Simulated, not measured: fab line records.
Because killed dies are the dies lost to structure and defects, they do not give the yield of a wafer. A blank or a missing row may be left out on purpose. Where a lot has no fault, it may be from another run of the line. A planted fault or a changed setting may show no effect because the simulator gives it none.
Chamber matching | flow berkeley cmos170 | UCB170_V2_CMP_02 on cmp-01: 4 sister chambers
The step polishes SiO2. 8 wafers are shown with their chamber, then 7 later ones without.

== WAFERS WITH THEIR CHAMBER ==
wafer  | chamber | motor current A (A) | edge zone pressure frac
L533.2 | 3       | 13.3                | 1.008
L534.1 | 1       | 15.2                | 1.002
L534.3 | 3       | 14.4                | 1.004
L537.4 | 0       | 16.4                | 0.997
L538.1 | 0       | 16.7                | 0.988
L538.6 | 2       | 15.5                | 1.003
L539.3 | 1       | 15.1                | 0.997
L539.4 | 2       | 15.3                | 1.000

== WAFERS WHOSE CHAMBER IS MISSING ==
wafer  | motor current A (A) | edge zone pressure frac
L539.6 | 13.9                | 1.002
L543.2 | 14.9                | 0.989
L543.4 | 13.8                | 1.002
L543.5 | 13.0                | 1.005
L546.1 | 16.6                | 1.008
L546.2 | 15.4                | 0.998
L546.3 | 15.2                | 0.998

== WHICH CHAMBER EACH WENT THROUGH ==
wafer  | from the rows above          | in truth
L539.6 | 3                            | 3
L543.2 | can't be placed: 1 or 2 or 0 | 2
L543.4 | 3                            | 3
L543.5 | 3                            | 3
L546.1 | can't be placed: 2 or 0 or 1 | 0
L546.2 | can't be placed: 1 or 2      | 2
L546.3 | can't be placed: 1 or 2      | 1
Correctly placed: 3 of 7. From these rows, 4 cannot be placed; in 4 the true chamber is one of the candidates. Wrongly placed: 0.
How it was worked out, from the rows above alone: a wafer's distance from a chamber is the root of the sum, over the readings, of the square of ((its reading less the chamber's mean) divided by the reading's scatter). The wafer belongs to the nearest chamber; if the next one is less than 2 further off, it can't be placed. A chamber's mean is the mean of its shown wafers. The scatter is the square root of a quotient: the sum, over the shown wafers, of each reading's squared deviation from its chamber's mean, divided by wafers minus chambers.
